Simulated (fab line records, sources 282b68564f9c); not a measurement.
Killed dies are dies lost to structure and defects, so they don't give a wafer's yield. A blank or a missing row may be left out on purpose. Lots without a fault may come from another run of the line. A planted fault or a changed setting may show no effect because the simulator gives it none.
fab line records | flow rit_cmos
record lots=5 wafers=15 last_day=7
route steps=202 shown PRETRO@72 GATE@75 FOX2@80
lots that met no fault: from a run of the same line without faults
start_h: hours from the record's first day to the start of the lot's first wafer shown | wait_h: hours since the lot's step before | " the same as in the row above | L1.1+2: a row that stands for several wafers | - no value, or no start given | * or withheld: withheld | < > ~ a bound
route shown NAME@n: a module of which the file shows steps, and the number in the route of the first | usual: mean/standard deviation of fault-free wafers | same: alike in all rows | chamber/n: place in a boat | sites: the reading at each site | _std_site: their standard deviation | _edge_site: outer sites' mean less inner sites' | radius_mm: how far each site lies from the wafer's centre | mask NAME#n: copy n | behind: the tool/chamber that last shaped the wafer | hold: why the lot was held/for how many hours/how that ended | device: the transistor (n, p or np) that didn't switch | end of line: the same wafers' tests at the end of the route | a step without rows: its recipe alone | killed: dies lost to structure and defects at the first sort, not the wafer's yield | map: a wafer's dies, x killed, . not, _ none there
set.NAME: the setting as run; set.NAME@STEP: as run at that earlier step | model.NAME: the simulator's own value behind a step, which no gauge read
lots at some steps of the route; a table a step, a row a wafer
services: from which hour (start_h, from the record's first day; less than 0 if before it) a tool's chamber was out of use, for how many hours, and why
## steps
# step RIT_PRETRO_IMPLANT_08
# recipe species=B energy_kev=45 dose_cm2=1.2e+13 tilt_deg=7
# step RIT_PRETRO_STRIP_09
# recipe chemistry=O2 time_s=180 resist=NOVOLAK platen_temp_c=withheld power_w=500 pressure_mtorr=4000 o2_flow_sccm=4000
# usual drypump_motor_current_A=5.56/0.21 rf_refl_power_W=6.6/1.3
# columns lot.wafer tool chamber start_h wait_h drypump_motor_current_A rf_hours_counter_h rf_refl_power_W
L659.1 plasma_asher-03 1 41.27 0.1 5.74 40 5.4
L659.2 " 0 " " 5.77 40 8.8
L659.5 " 1 " " 5.74 - 4.9
L661.1 plasma_asher-03 1 50.96 0.1 5.74 40 4.8
L661.3 " 1 " " 5.75 - 5.0
L661.4 " 0 " " 5.76 - 9.3
L664.1 plasma_asher-04 0 67.36 0.1 5.18 28 7.2
L664.4 " 1 " " 5.55 - 6.0
L664.5 " 1 " " 5.56 - 6.0
L678.3 plasma_asher-02 0 136.64 0.1 5.75 - 5.9
L678.4 " 1 " " 5.38 - 6.6
L678.6 " 0 " " 5.75 - 5.7
L679.2 plasma_asher-03 1 141.65 0.1 5.76 51 5.3
L679.3 " 0 " " 5.73 - 8.8
L679.5 " 1 " " 5.75 - 5.5
# step RIT_PRETRO_TW_MEAS_10
# usual PRETRO_TW=478/9.2
# columns lot.wafer tool chamber start_h wait_h PRETRO_TW
L659.1 film_metro-04 - 41.44 0.1 474
L659.2 " - " " 474
L659.5 " - " " 472
L661.1 film_metro-01 - 51.14 0.1 465
L661.3 " - " " 467
L661.4 " - " " 466
L664.1 film_metro-03 - 67.53 0.1 489
L664.4 " - " " 487
L664.5 " - " " 487
L678.3 film_metro-01 - 136.78 0.1 473
L678.4 " - " " 472
L678.6 " - " " 469
L679.2 film_metro-01 - 141.83 0.1 468
L679.3 " - " " 468
L679.5 " - " " 470
# step RIT_GATE_WET_ETCH_00
# recipe chemistry=BOE target=SiO2 target_depth_nm=56 time_s=60 dry=n2_spin dilution=10:1 temp_c=21.5
# step RIT_GATE_CLEAN_01
# recipe chemistry=SC1 mix=3:3:50 time_s=600 temp_c=75
# step RIT_GATE_CLEAN_02
# recipe chemistry=dHF dilution=50:1 time_s=30
# step RIT_GATE_CLEAN_03
# recipe chemistry=SC2 mix=3:3:50 time_s=600 temp_c=75 dry=n2_spin
# step RIT_GATE_CLEAN_04
# recipe chemistry=dHF dilution=50:1 time_s=60.89 dry=n2_spin
# step RIT_FOX2_THK_MEAS_91
# recipe reads=SiO2_of_FOX2_OXIDATION_00
# usual FIELD_OXIDE_LEFT_2_THK=235/5.9
# columns lot.wafer tool chamber start_h wait_h FIELD_OXIDE_LEFT_2_THK[nm]
L659.1 film_metro-02 - 41.95 0.0 228
L659.2 " - " " 237
L659.5 " - " " 236
L661.1 film_metro-04 - 51.87 0.0 233
L661.3 " - " " 231
L661.4 " - " " 230
L664.1 film_metro-04 - 68.01 0.0 235
L664.4 " - " " 232
L664.5 " - " " 234
L678.3 film_metro-03 - 137.26 0.0 231
L678.4 " - " " 233
L678.6 " - " " 236
L679.2 film_metro-03 - 142.31 0.0 228
L679.3 " - " " 219
L679.5 " - " " 230
# step RIT_GATE_OXIDATION_05
# recipe temp_c=900 ambient=O2 target_thk_a=30 ox_time_s=270
# step RIT_GATE_ANNEAL_06
# recipe temp_c=900 time_s=600 ambient=N2O
# step RIT_GATE_THK_MEAS_07
# recipe reads=SiO2_of_GATE_OXIDATION_05
# usual GATE_OXIDE_THK=3.02/0.074
# columns lot.wafer tool chamber start_h wait_h GATE_OXIDE_THK[nm]
L659.1 film_metro-04 - 43.34 0.0 3.11
L659.2 " - " " 3.10
L659.5 " - " " 3.13
L661.1 film_metro-03 - 53.25 0.0 3.00
L661.3 " - " " 2.89
L661.4 " - " " 3.00
L664.1 film_metro-04 - 74.90 0.0 3.05
L664.4 " - " " 3.04
L664.5 " - " " 3.02
L678.3 film_metro-02 - 138.72 0.0 3.07
L678.4 " - " " 3.04
L678.6 " - " " 2.93
L679.2 film_metro-02 - 143.70 0.0 3.12
L679.3 " - " " 3.13
L679.5 " - " " 3.07
# step RIT_GATE_CVD_08
# recipe material=poly-Si target_thk_nm=250 temp_c=610 precursor=SiH4 time_s=2220 pressure_mtorr=300 sih4_flow_sccm=100
# usual spike_tc_load_C=631/3.3
# columns lot.wafer tool chamber start_h wait_h spike_tc_load_C
L659.1 lpcvd-01 0 43.40 0.1 628
L659.2 " 0 " " 627
L659.5 " 0 " " 628
L661.1 lpcvd-02 1 54.09 0.8 631
L661.3 " 1 " " 631
L661.4 " 1 " " 630
L664.1 lpcvd-02 1 74.96 0.1 630
L664.4 " 1 " " 631
L664.5 " 1 " " 632
L678.3 lpcvd-02 0 139.24 0.5 632
L678.4 " 0 " " 636
L678.6 " 0 " " 635
L679.2 lpcvd-01 0 143.75 0.0 630
L679.3 " 0 " " 629
L679.5 " 0 " " 629
# step RIT_GATE_THK_MEAS_09
# recipe reads=poly-Si_of_GATE_CVD_08
# usual GATE_POLY_THK=249.5/1.9
# columns lot.wafer tool chamber start_h wait_h GATE_POLY_THK[nm]
L659.1 film_metro-04 - 45.02 0.0 249.0
L659.2 " - " " 251.1
L659.5 " - " " 249.2
L661.1 film_metro-03 - 55.70 0.0 245.1
L661.3 " - " " 247.9
L661.4 " - " " 246.5
L664.1 film_metro-03 - 76.57 0.0 250.1
L664.4 " - " " 251.1
L664.5 " - " " 250.0
L678.3 film_metro-03 - 141.68 0.0 219.6
L678.4 " - " " 218.7
L678.6 " - " " 218.3
L679.2 film_metro-04 - 145.37 0.0 251.4
L679.3 " - " " 252.4
L679.5 " - " " 249.3
# step RIT_GATE_HMDS_10
# recipe prime_time_s=60 prime_temp_c=140
# step RIT_GATE_COAT_11
# recipe resist=NOVOLAK spin_rpm=4250 resist_thk_nm=850
# step RIT_GATE_SOFTBAKE_12
# recipe resist=NOVOLAK temp_c=90 time_s=60
# step RIT_GATE_EXPOSE_13
# recipe mask_id=M6 na=0.6 source_shape=conventional sigma_outer=0.6 target_cd_nm=150 dose_mj=380
# step RIT_GATE_PEB_14
# recipe resist=NOVOLAK temp_c=withheld time_s=withheld
# step RIT_GATE_DEVELOP_15
# recipe resist=NOVOLAK develop_time_s=48.27 dev_temp_c=23
# step RIT_GATE_CD_MEAS_16
# recipe target_cd_nm=150
# usual cd_nm=148.9/2.4
# columns lot.wafer tool chamber start_h wait_h cd_nm
L659.1 cd_sem-02 - 46.05 - 154.5
L659.2 " - " " 153.4
L659.5 " - " " 151.6
L661.1 cd_sem-01 - 56.90 - 148.2
L661.3 " - " " 146.2
L661.4 " - " " 146.4
L664.1 cd_sem-01 - 77.61 - 152.3
L664.4 " - " " 152.5
L664.5 " - " " 152.8
L678.3 cd_sem-02 - 142.61 - 146.0
L678.4 " - " " 147.3
L678.6 " - " " 146.7
L679.2 cd_sem-01 - 146.29 - 153.9
L679.3 " - " " 155.1
L679.5 " - " " 152.6
# step RIT_GATE_OVL_MEAS_17
# usual GATE_OVL=-1.5/1.6
# columns lot.wafer tool chamber start_h wait_h GATE_OVL[nm]
L659.1 overlay-02 - 46.17 0.1 -3.0
L659.2 " - " " -4.6
L659.5 " - " " -3.5
L661.1 overlay-02 - 57.02 0.1 0.3
L661.3 " - " " -0.3
L661.4 " - " " 3.6
L664.1 overlay-01 - 77.73 0.1 -0.9
L664.4 " - " " -0.6
L664.5 " - " " -0.2
L678.3 overlay-01 - 142.72 0.1 -0.2
L678.4 " - " " 0.1
L678.6 " - " " 1.3
L679.2 overlay-01 - 146.40 0.1 -1.6
L679.3 " - " " 0.8
L679.5 " - " " 0.7
# step RIT_GATE_HARDBAKE_18
# recipe resist=NOVOLAK temp_c=140 time_s=60
# step RIT_GATE_ETCH_19
# recipe chemistry=SF6/CHF3/O2 time_s=165 SF6_flow_sccm=30 CHF3_flow_sccm=30 O2_flow_sccm=5 target=poly-Si pressure_mtorr=40 rf_w=160 target_depth_a=3125 over_etch_frac=0.25 stop_on=SiO2
# usual drypump_motor_current_A=5.9/0.36 oes_product_au=0.846/0.019 throttle_valve_pct=10.30/0.11
# columns lot.wafer tool chamber start_h wait_h drypump_motor_current_A oes_product_au rf_hours_counter_h throttle_valve_pct
L659.1 rie_si-02 1 46.36 0.1 5.7 0.864 138 10.14
L659.2 " 0 " " 6.3 0.871 93 10.21
L659.5 " 2 " " 6.3 0.826 - 10.37
L661.1 rie_si-02 0 57.20 0.1 6.3 0.858 93 10.20
L661.3 " 3 " " 5.8 0.839 110 10.38
L661.4 " 1 " " 5.7 0.858 138 10.13
L664.1 rie_si-01 2 77.92 0.1 5.5 0.839 59 10.29
L664.4 " 3 " " 6.2 0.849 117 10.40
L664.5 " 3 " " 6.2 0.840 - 10.40
L678.3 rie_si-01 3 142.89 0.1 6.2 0.775 118 10.41
L678.4 " 1 " " 5.2 0.758 142 10.46
L678.6 " 2 " " 5.5 0.767 - 10.28
L679.2 rie_si-02 1 146.58 0.1 5.7 0.866 139 10.14
L679.3 " 2 " " 6.3 0.827 64 10.37
L679.5 " 1 " " 5.7 0.868 - 10.14
# step RIT_GATE_STRIP_20
# recipe chemistry=O2 time_s=180 resist=NOVOLAK platen_temp_c=withheld power_w=500 pressure_mtorr=4000 o2_flow_sccm=4000
# usual drypump_motor_current_A=5.5/0.42 rf_refl_power_W=6.6/1.7
# columns lot.wafer tool chamber start_h wait_h drypump_motor_current_A rf_hours_counter_h rf_refl_power_W
L659.1 plasma_asher-03 0 46.47 0.1 5.7 40 8.9
L659.2 " 1 " " 5.8 40 4.9
L659.5 " 0 " " 5.8 - 9.0
L661.1 plasma_asher-03 0 57.31 0.1 5.7 41 9.3
L661.3 " 1 " " 5.7 - 5.1
L661.4 " 0 " " 5.7 - 9.2
L664.1 plasma_asher-03 0 78.02 0.1 5.7 43 8.7
L664.4 " 1 " " 5.7 - 5.1
L664.5 " 0 " " 5.7 - 8.9
L678.3 plasma_asher-03 0 143.06 0.1 5.8 - 8.8
L678.4 " 1 " " 5.7 - 5.3
L678.6 " 1 " " 5.7 - 5.1
L679.2 plasma_asher-04 0 146.69 0.1 5.2 37 7.3
L679.3 " 1 " " 5.6 - 6.1
L679.5 " 1 " " 5.5 - 5.9
## services
# columns tool chamber start_h hours kind
rie_si-01 0 53.00 7.8 repair
plasma_asher-03 - 61.16 2.7 repair
plasma_asher-02 - 70.02 8.1 repair
lpcvd-01 - 70.48 6.1 pm
lpcvd-01 - 105.36 0.9 repair
plasma_asher-02 - 108.75 9.0 pm
plasma_asher-02 0 108.75 9.0 vent_cycle
plasma_asher-02 1 108.75 9.0 vent_cycle
plasma_asher-02 0 117.75 - clean
plasma_asher-02 1 117.75 - clean
## key
first_sign step=RIT_GATE_THK_MEAS_09 reading=GATE_POLY_THK direction=down sigmas=16 usual=249.5 struck=218.9
effect step=RIT_GATE_ETCH_19 reading=oes_product_au direction=down sigmas=4.2 usual=0.846 struck=0.767
met_at RIT_GATE_CVD_08
struck_wafers L678.3,L678.4,L678.6
sort_left_out L678.3,L678.4,L678.6
tester_left_out L678
also_fits RIT_PRETRO_STRIP_09:plasma_asher-02
fault kind=site_profile_drift tool=lpcvd-02 chamber=0 onset_h=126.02 steps=RIT_GATE_CVD_08 basis=fraction max_abs_drift=0.26049 slope_share_per_hr=57.888 site_pattern=0,0,0,0,0,-1,-1,-1,-1
# tester_left_out: of these lots the tester's yield and bins aren't shown, on N5 and GAA mostly nor the transistor test; their killed dies are dies lost to structure and defects alone, not to doping, threshold or leakage, so they don't give the yield
# sort_left_out: the simulated sort isn't trusted on such a fault, so these wafers' sort isn't shown, and their yield isn't known
